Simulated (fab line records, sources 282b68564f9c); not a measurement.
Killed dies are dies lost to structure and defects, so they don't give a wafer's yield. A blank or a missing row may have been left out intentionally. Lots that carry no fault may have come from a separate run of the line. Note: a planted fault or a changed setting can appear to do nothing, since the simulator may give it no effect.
Matching of chambers ; flow rit cmos ; rie si-02 running RIT_GATE_ETCH_19: 4 sister chambers
The step etches poly-Si in SF6/CHF3/O2, stops on SiO2, time 165 s, target depth 312.5 nm. 8 wafers are shown with their chamber, then 9 later ones without.

== EACH WAFER AND ITS CHAMBER ==
wafer;chamber;drypump motor current A (A);throttle valve pct (%)
L693.2;1;5.3;10.04
L693.4;2;6.3;10.23
L697.2;1;5.3;10.05
L697.4;3;5.4;10.45
L697.5;0;5.0;10.24
L701.1;2;6.4;10.23
L701.3;3;5.4;10.47
L701.4;0;5.0;10.25

== WAFERS MISSING THEIR CHAMBER ==
wafer;drypump motor current A (A);throttle valve pct (%)
L703.1;5.4;10.46
L703.4;5.3;10.05
L703.6;5.3;10.05
L705.1;5.3;10.07
L705.3;6.3;10.25
L705.5;5.2;10.06
L707.2;6.3;10.23
L707.5;6.3;10.25
L707.6;5.3;10.06

== WHICH CHAMBER EACH ONE RAN IN ==
wafer;from the rows above;in truth
L703.1;3;3
L703.4;1;1
L703.6;1;1
L705.1;1;1
L705.3;2;2
L705.5;1;1
L707.2;2;2
L707.5;2;2
L707.6;1;1
Placed correctly: 9 of 9. Can't be placed from these rows: 0. 0 placed wrongly.
How it was worked out, from the rows above alone: a wafer's distance from a chamber is the root of the sum, over the readings, of the square of ((its reading less the chamber's mean) divided by the reading's scatter). The wafer belongs to the nearest chamber; if the next one is less than 2 further off, it can't be placed. For every chamber, the mean is computed from those of its wafers that are shown. The scatter is the square root of a quotient: the sum, over the shown wafers, of each reading's squared deviation from its chamber's mean, divided by wafers minus chambers.
